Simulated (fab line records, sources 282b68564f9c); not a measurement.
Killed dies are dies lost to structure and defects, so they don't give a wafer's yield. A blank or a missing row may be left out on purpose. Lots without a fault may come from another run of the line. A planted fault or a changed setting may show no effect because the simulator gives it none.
fab line records | flow rit_cmos
record lots=7 wafers=21 last_day=6
route steps=202 shown GATE@77 FOX2@80 M1@202
lots that met no fault: from a run of the same line without faults
start_h: hours from the record's first day to the start of the lot's first wafer shown | wait_h: hours since the lot's step before | " the same as in the row above | L1.1+2: a row that stands for several wafers | - no value, or no start given | * or withheld: withheld | < > ~ a bound
route shown NAME@n: a module of which the file shows steps, and the number in the route of the first | usual: mean/standard deviation of fault-free wafers | same: alike in all rows | chamber/n: place in a boat | sites: the reading at each site | _std_site: their standard deviation | _edge_site: outer sites' mean less inner sites' | radius_mm: how far each site lies from the wafer's centre | mask NAME#n: copy n | behind: the tool/chamber that last shaped the wafer | hold: why the lot was held/for how many hours/how that ended | device: the transistor (n, p or np) that didn't switch | end of line: the same wafers' tests at the end of the route | a step without rows: its recipe alone | killed: dies lost to structure and defects at the first sort, not the wafer's yield | map: a wafer's dies, x killed, . not, _ none there
set.NAME: the setting as run; set.NAME@STEP: as run at that earlier step | model.NAME: the simulator's own value behind a step, which no gauge read
lots at some steps of the route; a table a step, a row a wafer
services: from which hour (start_h, from the record's first day; less than 0 if before it) a tool's chamber was out of use, for how many hours, and why
## steps
# step RIT_GATE_CLEAN_02
# recipe chemistry=dHF dilution=50:1 time_s=30
# step RIT_GATE_CLEAN_03
# recipe chemistry=SC2 mix=3:3:50 time_s=600 temp_c=75 dry=n2_spin
# step RIT_GATE_CLEAN_04
# recipe chemistry=dHF dilution=50:1 time_s=60 dry=n2_spin
# step RIT_FOX2_THK_MEAS_91
# recipe reads=SiO2_of_FOX2_OXIDATION_00
# usual FIELD_OXIDE_LEFT_2_THK=254/7.4
# columns lot.wafer tool chamber start_h wait_h FIELD_OXIDE_LEFT_2_THK[nm]
L982.1 film_metro-03 - 42.48 0.0 251
L982.5 " - " " 254
L982.6 " - " " 250
L984.2 film_metro-02 - 55.56 0.0 261
L984.3 " - " " 262
L984.6 " - " " 264
L988.1 film_metro-02 - 73.48 0.0 257
L988.3 " - " " 257
L988.5 " - " " 260
L989.2 film_metro-03 - 78.43 0.0 262
L989.3 " - " " 259
L989.6 " - " " 260
L990.2 film_metro-02 - 83.39 0.0 273
L990.4 " - " " 269
L990.5 " - " " 271
L994.3 film_metro-02 - 109.34 0.0 255
L994.5 " - " " 255
L994.6 " - " " 259
L998.2 film_metro-02 - 124.82 0.0 254
L998.5 " - " " 251
L998.6 " - " " 250
# step RIT_GATE_OXIDATION_05
# recipe temp_c=900 ambient=O2 target_thk_a=30 ox_time_s=270
# step RIT_GATE_ANNEAL_06
# recipe temp_c=900 time_s=600 ambient=N2O
# step RIT_GATE_THK_MEAS_07
# recipe reads=SiO2_of_GATE_OXIDATION_05
# usual GATE_OXIDE_THK=2.99/0.064
# columns lot.wafer tool chamber start_h wait_h GATE_OXIDE_THK[nm]
L982.1 film_metro-03 - 45.24 0.0 3.12
L982.5 " - " " 3.14
L982.6 " - " " 3.14
L984.2 film_metro-04 - 57.31 0.0 2.86
L984.3 " - " " 2.93
L984.6 " - " " 2.92
L988.1 film_metro-02 - 81.19 0.0 3.12
L988.3 " - " " 3.16
L988.5 " - " " 3.09
L989.2 film_metro-04 - 86.13 0.0 3.09
L989.3 " - " " 2.99
L989.6 " - " " 3.05
L990.2 film_metro-02 - 91.02 0.0 2.99
L990.4 " - " " 2.96
L990.5 " - " " 2.95
L994.3 film_metro-03 - 114.61 0.0 2.97
L994.5 " - " " 3.00
L994.6 " - " " 3.01
L998.2 film_metro-03 - 127.12 0.0 3.06
L998.5 " - " " 3.02
L998.6 " - " " 3.06
# step RIT_GATE_CVD_08
# recipe material=poly-Si target_thk_nm=250 temp_c=610 precursor=SiH4 time_s=2220 pressure_mtorr=300 sih4_flow_sccm=100
# step RIT_GATE_THK_MEAS_09
# recipe reads=poly-Si_of_GATE_CVD_08
# usual GATE_POLY_THK=250.8/2
# columns lot.wafer tool chamber start_h wait_h GATE_POLY_THK[nm]
L982.1 film_metro-02 - 46.92 0.0 251.1
L982.5 " - " " 251.8
L982.6 " - " " 248.3
L984.2 film_metro-02 - 59.10 0.0 248.8
L984.3 " - " " 248.6
L984.6 " - " " 246.5
L988.1 film_metro-02 - 82.87 0.0 251.6
L988.3 " - " " 251.5
L988.5 " - " " 250.1
L989.2 film_metro-02 - 87.81 0.0 248.9
L989.3 " - " " 248.8
L989.6 " - " " 249.2
L990.2 film_metro-03 - 92.69 0.0 251.6
L990.4 " - " " 253.2
L990.5 " - " " 254.7
L994.3 film_metro-02 - 116.29 0.0 252.5
L994.5 " - " " 252.8
L994.6 " - " " 248.0
L998.2 film_metro-02 - 128.79 0.0 249.9
L998.5 " - " " 248.6
L998.6 " - " " 252.8
# step RIT_GATE_HMDS_10
# recipe prime_time_s=60 prime_temp_c=140
# step RIT_GATE_COAT_11
# recipe resist=NOVOLAK spin_rpm=4250 resist_thk_nm=856
# step RIT_GATE_SOFTBAKE_12
# recipe resist=NOVOLAK temp_c=90 time_s=60
# step RIT_GATE_EXPOSE_13
# recipe mask_id=M6 na=0.6 source_shape=conventional sigma_outer=0.6 target_cd_nm=150 dose_mj=380
# usual stage_vel_mm_s=500.01/0.24
# same na=0.6
# columns lot.wafer tool chamber start_h wait_h mask stage_vel_mm_s model.GATE.overlay_x_nm
L982.1 iline_stepper-01 0 47.48 0.2 M6#0 499.67 0.8189
L982.5 " 0 " " M6#0 499.58 0.8189
L982.6 " 0 " " M6#0 500.05 0.8189
L984.2 iline_stepper-02 0 59.62 0.1 M6#0 499.64 0.6054
L984.3 " 0 " " M6#0 499.87 0.6054
L984.6 " 0 " " M6#0 499.52 0.6054
L988.1 iline_stepper-02 0 83.50 0.2 M6#0 499.96 130.9
L988.3 " 0 " " M6#0 500.13 130.9
L988.5 " 0 " " M6#0 499.79 130.9
L989.2 iline_stepper-02 0 88.33 0.1 M6#0 500.23 129.8
L989.3 " 0 " " M6#0 500.11 129.8
L989.6 " 0 " " M6#0 499.93 129.8
L990.2 iline_stepper-02 0 93.21 0.1 M6#0 499.59 129.1
L990.4 " 0 " " M6#0 499.46 129.1
L990.5 " 0 " " M6#0 499.73 129.1
L994.3 iline_stepper-01 0 116.84 0.1 M6#0 499.69 0.06032
L994.5 " 0 " " M6#0 500.14 0.06032
L994.6 " 0 " " M6#0 500.28 0.06032
L998.2 iline_stepper-01 0 129.37 0.2 M6#0 499.88 -0.0103
L998.5 " 0 " " M6#0 500.28 -0.0103
L998.6 " 0 " " M6#0 500.30 -0.0103
# step RIT_GATE_PEB_14
# recipe resist=NOVOLAK temp_c=withheld time_s=withheld
# step RIT_GATE_DEVELOP_15
# recipe resist=NOVOLAK develop_time_s=50 dev_temp_c=23
# step RIT_GATE_CD_MEAS_16
# recipe target_cd_nm=150
# usual cd_nm=148.5/2.5
# columns lot.wafer tool chamber start_h wait_h cd_nm
L982.1 cd_sem-01 - 47.88 - 149.3
L982.5 " - " " 150.5
L982.6 " - " " 150.3
L984.2 cd_sem-02 - 60.02 - 153.6
L984.3 " - " " 151.9
L984.6 " - " " 154.4
L988.1 cd_sem-01 - 83.90 - 144.4
L988.3 " - " " 147.5
L988.5 " - " " 146.1
L989.2 cd_sem-01 - 88.73 - 148.0
L989.3 " - " " 147.3
L989.6 " - " " 150.1
L990.2 cd_sem-01 - 93.61 - 144.1
L990.4 " - " " 145.3
L990.5 " - " " 146.0
L994.3 cd_sem-01 - 117.50 - 153.4
L994.5 " - " " 152.3
L994.6 " - " " 150.2
L998.2 cd_sem-02 - 129.77 - 146.3
L998.5 " - " " 147.1
L998.6 " - " " 146.1
# step RIT_GATE_OVL_MEAS_17
# usual GATE_OVL=0.2/1.4
# columns lot.wafer tool chamber start_h wait_h GATE_OVL[nm]
L982.1 overlay-01 - 48.00 0.1 -1.3
L982.5 " - " " 1.7
L982.6 " - " " -0.4
L984.2 overlay-01 - 60.13 0.1 0.9
L984.3 " - " " -0.2
L984.6 " - " " 0.2
L988.1 overlay-02 - 84.02 0.1 131.3
L988.3 " - " " 128.5
L988.5 " - " " 130.2
L989.2 overlay-02 - 88.83 0.1 126.9
L989.3 " - " " 128.8
L989.6 " - " " 129.3
L990.2 overlay-02 - 93.72 0.1 131.2
L990.4 " - " " 128.6
L990.5 " - " " 128.8
L994.3 overlay-01 - 117.60 0.1 1.0
L994.5 " - " " -1.1
L994.6 " - " " 1.4
L998.2 overlay-01 - 129.88 0.1 -0.2
L998.5 " - " " 1.3
L998.6 " - " " 0.1
# step RIT_GATE_HARDBAKE_18
# recipe resist=NOVOLAK temp_c=140 time_s=60
# step RIT_M1_PROBE_99
# usual killed_at_M0_to_M3=0.0/0.25 killed_at_contacts=0.0/0.18 killed_at_front_end=7/3.4 killed_dies=7/3.4 killed_open=3.7/2.2 killed_short=3.6/2.2
# same gross_dies=264 killed_at_M4_up=0 killed_at_back_side=0 killed_at_other=0
# columns lot.wafer tool chamber start_h wait_h killed_at_M0_to_M3 killed_at_contacts killed_at_front_end killed_dies killed_open killed_short model.etest.pldd.width_nm model.etest.nldd.width_nm model.etest.select_edge_diode_p.leak_log10_a model.etest.select_edge_diode_n.leak_log10_a model.etest.gate_end_array.leak_log10_a_um
L982.1 prober-01 - 68.58 0.1 0 0 6 6 2 4 3140 3159 -10.65 -9.559 -12.93
L982.5 prober-01 - 68.78 0.2 0 0 3 3 1 2 3152 3156 -10.49 -9.62 -13.04
L982.6 prober-01 - 68.83 0.2 0 0 6 6 4 2 3134 3159 -10.45 -9.724 -12.85
L984.2 prober-02 - 81.78 0.1 0 0 11 11 4 7 3111 3128 -10.32 -9.94 -12.88
L984.3 prober-02 - 81.83 0.2 0 0 12 12 4 8 3142 3143 -10.25 -9.868 -12.88
L984.6 prober-02 - 81.98 0.2 0 0 4 4 0 4 3138 3119 -10.64 -9.649 -13.01
L988.1 prober-02 - 105.11 0.1 0 0 7 7 2 3 3108 3101 -8.532 -8.094 -12.4
L988.3 prober-02 - 105.21 0.2 0 0 3 3 2 1 3093 3104 -8.202 -7.58 -12.38
L988.5 prober-02 - 105.31 0.2 0 0 1 1 1 0 3111 3092 -8.611 -8.16 -12.35
L989.2 prober-01 - 111.27 0.1 0 0 6 6 2 4 3079 3111 -9.379 -8.812 -12.61
L989.3 prober-01 - 111.32 0.2 0 0 3 3 1 2 3100 3080 -9.35 -9.068 -12.43
L989.6 prober-01 - 111.47 0.2 0 0 8 8 4 4 3110 3111 -9.237 -8.674 -12.48
L990.2 prober-02 - 114.53 0.1 0 0 15 15 8 7 3080 3088 -9.781 -9.028 -12.46
L990.4 prober-02 - 114.63 0.2 0 0 6 6 2 4 3068 3088 -9.653 -9.104 -12.5
L990.5 prober-02 - 114.68 0.2 0 0 4 4 1 3 3066 3081 -9.689 -9.016 -12.38
L994.3 prober-02 - 139.45 0.2 0 0 8 8 6 2 3127 3120 -10.34 -9.919 -12.97
L994.5 prober-02 - 139.55 0.2 0 1 9 10 6 4 3119 3134 -10.28 -9.756 -12.86
L994.6 prober-02 - 139.60 0.2 0 0 9 9 5 4 3127 3117 -10.49 -9.843 -13.09
L998.2 prober-02 - 151.43 0.1 2 0 8 10 6 2 3154 3149 -10.33 -9.876 -13.02
L998.5 prober-02 - 151.58 0.2 0 0 8 8 4 4 3143 3158 -10.62 -10.08 -13.08
L998.6 prober-02 - 151.63 0.2 0 0 5 5 1 3 3143 3141 -10.68 -9.929 -13.07
# killed by level:class
L982.1 GATE:geometric_particle:short=2 FOX2:geometric_particle:short=1 SPACER:geometric_particle:short=1 SPACER:geometric_particle:open=1 SILICIDE:geometric_particle:open=1
L982.5 FOX1:geometric_particle:short=1 GATE:geometric_particle:open=1 SILICIDE:geometric_particle:short=1
L982.6 GATE:geometric_particle:open=4 FOX2:geometric_particle:short=1 SILICIDE:geometric_particle:short=1
L984.2 SPACER:geometric_particle:short=3 GATE:geometric_particle:short=2 REOX:geometric_particle:open=2 GATE:geometric_particle:open=1 REOX:geometric_particle:short=1 SILICIDE:geometric_particle:short=1 SILICIDE:geometric_particle:open=1
L984.3 GATE:geometric_particle:short=5 REOX:geometric_particle:open=3 SPACER:geometric_particle:short=2 FOX1:geometric_particle:short=1 SPACER:geometric_particle:open=1
L984.6 SPACER:geometric_particle:short=2 SILICIDE:geometric_particle:short=2
L988.1 NSD:coat_microbubble_printed=2 FOX1:geometric_particle:short=1 FOX2:geometric_particle:short=1 GATE:geometric_particle:short=1 SPACER:geometric_particle:open=1 SILICIDE:geometric_particle:open=1
L988.3 GATE:geometric_particle:open=1 REOX:geometric_particle:short=1 SPACER:geometric_particle:open=1
L988.5 REOX:geometric_particle:open=1
L989.2 FOX1:geometric_particle:short=1 GATE:geometric_particle:short=1 GATE:geometric_particle:open=1 REOX:geometric_particle:open=1 REOX:geometric_particle:short=1 SILICIDE:geometric_particle:short=1
L989.3 GATE:geometric_particle:short=1 REOX:geometric_particle:short=1 SPACER:geometric_particle:open=1
L989.6 GATE:geometric_particle:short=3 GATE:geometric_particle:open=2 FOX1:geometric_particle:open=1 FOX2:geometric_particle:open=1 REOX:geometric_particle:short=1
L990.2 SPACER:geometric_particle:open=4 SPACER:geometric_particle:short=2 SILICIDE:geometric_particle:short=2 SILICIDE:geometric_particle:open=2 FOX1:geometric_particle:short=1 GATE:geometric_particle:short=1 GATE:geometric_particle:open=1 REOX:geometric_particle:short=1
L990.4 FOX1:geometric_particle:short=1 GATE:geometric_particle:short=1 GATE:geometric_particle:open=1 SPACER:geometric_particle:open=1 SPACER:geometric_particle:short=1 SILICIDE:geometric_particle:short=1
L990.5 REOX:geometric_particle:short=1 SPACER:geometric_particle:open=1 SPACER:geometric_particle:short=1 SILICIDE:geometric_particle:short=1
L994.3 GATE:geometric_particle:open=5 GATE:geometric_particle:short=2 SILICIDE:geometric_particle:open=1
L994.5 GATE:geometric_particle:open=3 GATE:geometric_particle:short=2 REOX:geometric_particle:open=2 REOX:geometric_particle:short=1 SPACER:geometric_particle:short=1 CONTACT:geometric_particle:open=1
L994.6 GATE:geometric_particle:short=3 GATE:geometric_particle:open=3 FOX1:geometric_particle:short=1 FOX1:geometric_particle:open=1 FOX2:geometric_particle:open=1
L998.2 REOX:geometric_particle:open=2 SILICIDE:geometric_particle:open=2 M1:coat_microbubble_printed=2 GATE:geometric_particle:short=1 GATE:geometric_particle:open=1 SPACER:geometric_particle:open=1 SILICIDE:geometric_particle:short=1
L998.5 GATE:geometric_particle:open=3 GATE:geometric_particle:short=2 FOX1:geometric_particle:short=1 SPACER:geometric_particle:open=1 SILICIDE:geometric_particle:short=1
L998.6 GATE:geometric_particle:short=3 FOX1:geometric_particle:open=1 NWELL:coat_microbubble_printed=1
## services
# columns tool chamber start_h hours kind
iline_stepper-02 - 44.25 6.6 repair
iline_stepper-02 - 106.89 30.5 repair
iline_stepper-02 0 114.04 - calibration
## key
first_sign step=RIT_GATE_OVL_MEAS_17 reading=GATE_OVL direction=up sigmas=95 usual=0.2 struck=129.3
effect none on later readings
model_effect step=RIT_GATE_EXPOSE_13 value=GATE.overlay_x_nm without=-0.05195 struck=129.9
model_effect step=RIT_M1_PROBE_99 value=etest.pldd.width_nm without=3118 struck=3091
met_at RIT_GATE_EXPOSE_13
struck_wafers L988.1,L988.3,L988.5,L989.2,L989.3,L989.6,L990.2,L990.4,L990.5
tester_left_out L988,L989,L990
onset_between 59.62 83.50
fault kind=scanner_matching_overlay tool=iline_stepper-02 chamber=- onset_h=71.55 steps=RIT_GATE_EXPOSE_13 offset=130
# tester_left_out: of these lots the tester's yield and bins aren't shown, on N5 and GAA mostly nor the transistor test; their killed dies are dies lost to structure and defects alone, not to doping, threshold or leakage, so they don't give the yield
